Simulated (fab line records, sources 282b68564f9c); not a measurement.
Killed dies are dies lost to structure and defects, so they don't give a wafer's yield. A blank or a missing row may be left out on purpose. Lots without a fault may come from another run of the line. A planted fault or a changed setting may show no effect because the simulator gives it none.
Which tool did it? | flow rit_cmos | 14 lots, 42 wafers sampled, at 3 steps of a route of 202

WHAT THE GAUGES READ, wafer by wafer
RIT_NRETRO_OVL_MEAS_06. Usual: NRETRO_OVL 0.1 nm, standard deviation 1.4.
lot  | measured    | on         | NRETRO_OVL (nm) | flag
L974 | day 2 08:00 | overlay-02 | 1.8 0.2 1.2     |
L976 | day 2 16:09 | overlay-02 | 1.8 -1.2 0.6    |
L977 | day 2 21:35 | overlay-02 | -0.3 0.5 -0.6   |
L978 | day 3 04:11 | overlay-01 | -0.9 -1.3 -0.3  |
L981 | day 3 21:14 | overlay-02 | -1.1 0.1 -0.1   |
L982 | day 4 05:51 | overlay-01 | -2.5 -4.6 -2.7  |
L984 | day 4 13:31 | overlay-01 | -1.0 -2.4 -2.2  |
L985 | day 4 18:40 | overlay-02 | 2.0 0.9 2.7     |
L987 | day 5 03:31 | overlay-01 | 0.5 0.0 0.4     |
L988 | day 5 06:28 | overlay-02 | -0.1 0.8 0.6    |
L991 | day 5 23:04 | overlay-02 | 1.9 0.4 -0.1    |
L992 | day 6 03:16 | overlay-01 | 0.3 -0.6 0.4    |
L994 | day 6 11:41 | overlay-01 | -0.2 2.6 0.2    |
L995 | day 6 17:01 | overlay-01 | -0.6 0.1 -0.8   |

RIT_SDANNEAL_RS_MEAS_07: measures by four-point-probe. Usual: NLDD_RS 151.6 ohm/sq, standard deviation 0.56.
lot  | measured    | on            | NLDD_RS (ohm/sq)  | flag
L974 | day 3 06:45 | film_metro-02 | 151.6 151.3 151.6 |
L976 | day 3 13:44 | film_metro-03 | 152.3 152.0 152.4 |
L977 | day 4 01:12 | film_metro-02 | 152.5 152.6 152.2 |
L978 | day 4 07:10 | film_metro-03 | 150.4 151.4 151.0 |
L981 | day 4 22:11 | film_metro-02 | 151.5 150.7 151.3 |
L982 | day 5 05:39 | film_metro-03 | 151.5 151.2 152.0 |
L984 | day 5 12:01 | film_metro-03 | 151.4 151.0 151.2 |
L985 | day 5 19:43 | film_metro-03 | 151.1 151.7 152.0 |
L987 | day 6 01:06 | film_metro-02 | 150.8 150.5 150.7 |
L988 | day 6 05:26 | film_metro-02 | 151.6 151.0 151.7 |
L991 | day 6 21:09 | film_metro-02 | 151.9 152.4 151.9 |
L992 | day 7 01:01 | film_metro-03 | 151.5 151.4 151.2 |
L994 | day 7 15:26 | film_metro-02 | 152.2 151.3 151.7 |
L995 | day 7 19:47 | film_metro-04 | 151.0 151.2 151.4 |

WHICH TOOL RAN EACH LOT (tool, then ch and the chambers of the sampled wafers, then the start)
lot  | RIT_GATE_STRIP_20
L974 | plasma_asher-03 ch 0,1, day 2 18:02
L976 | plasma_asher-04 ch 0,1, day 2 23:38
L977 | plasma_asher-03 ch 0,1, day 3 10:33
L978 | plasma_asher-04 ch 0,1, day 3 12:25
L981 | plasma_asher-04 ch 0,1, day 4 07:30
L982 | plasma_asher-02 ch 0,1, day 4 15:59
L984 | plasma_asher-03 ch 0,1, day 4 21:15
L985 | plasma_asher-03 ch 0,1, day 5 07:13
L987 | plasma_asher-03 ch 0,1, day 5 10:49
L988 | plasma_asher-02 ch 0,1, day 5 16:23
L991 | plasma_asher-04 ch 0,1, day 6 07:51
L992 | plasma_asher-04 ch 0,1, day 6 11:40
L994 | plasma_asher-02 ch 0,1, day 6 23:33
L995 | plasma_asher-04 ch 0,1, day 7 06:08
- RIT_GATE_STRIP_20: strips in O2, time 180 s.

WHAT THE TOOLS THEMSELVES READ (means of the sampled wafers that have a number; where no wafer has one, the mark that the record gives instead)
RIT_GATE_STRIP_20. Usual: drypump_motor_current_A 5.62 A, standard deviation 0.24; o2_flow_sccm 4000 sccm, standard deviation 13.
lot  | tool            | drypump_motor_current_A (A) | o2_flow_sccm (sccm) | flag
L974 | plasma_asher-03 | 5.58                        | 4003                |
L976 | plasma_asher-04 | 5.76                        | 3990                |
L977 | plasma_asher-03 | 5.57                        | 4010                |
L978 | plasma_asher-04 | 5.82                        | 4012                |
L981 | plasma_asher-04 | 5.85                        | 4001                |
L982 | plasma_asher-02 | 5.30                        | 4003                |
L984 | plasma_asher-03 | 5.62                        | 4010                |
L985 | plasma_asher-03 | 5.60                        | 3996                |
L987 | plasma_asher-03 | 5.62                        | 3999                |
L988 | plasma_asher-02 | 5.30                        | 3999                |
L991 | plasma_asher-04 | 5.74                        | 3993                |
L992 | plasma_asher-04 | 5.75                        | 3990                |
L994 | plasma_asher-02 | 5.30                        | 4006                |
L995 | plasma_asher-04 | 5.77                        | 3992                |

THE ANSWER, worked out from the rows above alone
Rule: a lot is off if the mean of its wafers that have a number lies more than 3 standard deviations from the usual mean. A lot without any number at a reading at which 4 lots or more have one is off too. The other lots that the step has rows for count as sound. The gauges are gone through in route order, then the tools' own readings, and for those a lot's mean is taken as printed above. The first step at which some lot is off is used, and at that step the reading that is off furthest; a lot without a number counts as furthest.
No lot is off at any reading shown: from this, nothing can be told.

WHAT THE SIMULATOR HAD PUT IN
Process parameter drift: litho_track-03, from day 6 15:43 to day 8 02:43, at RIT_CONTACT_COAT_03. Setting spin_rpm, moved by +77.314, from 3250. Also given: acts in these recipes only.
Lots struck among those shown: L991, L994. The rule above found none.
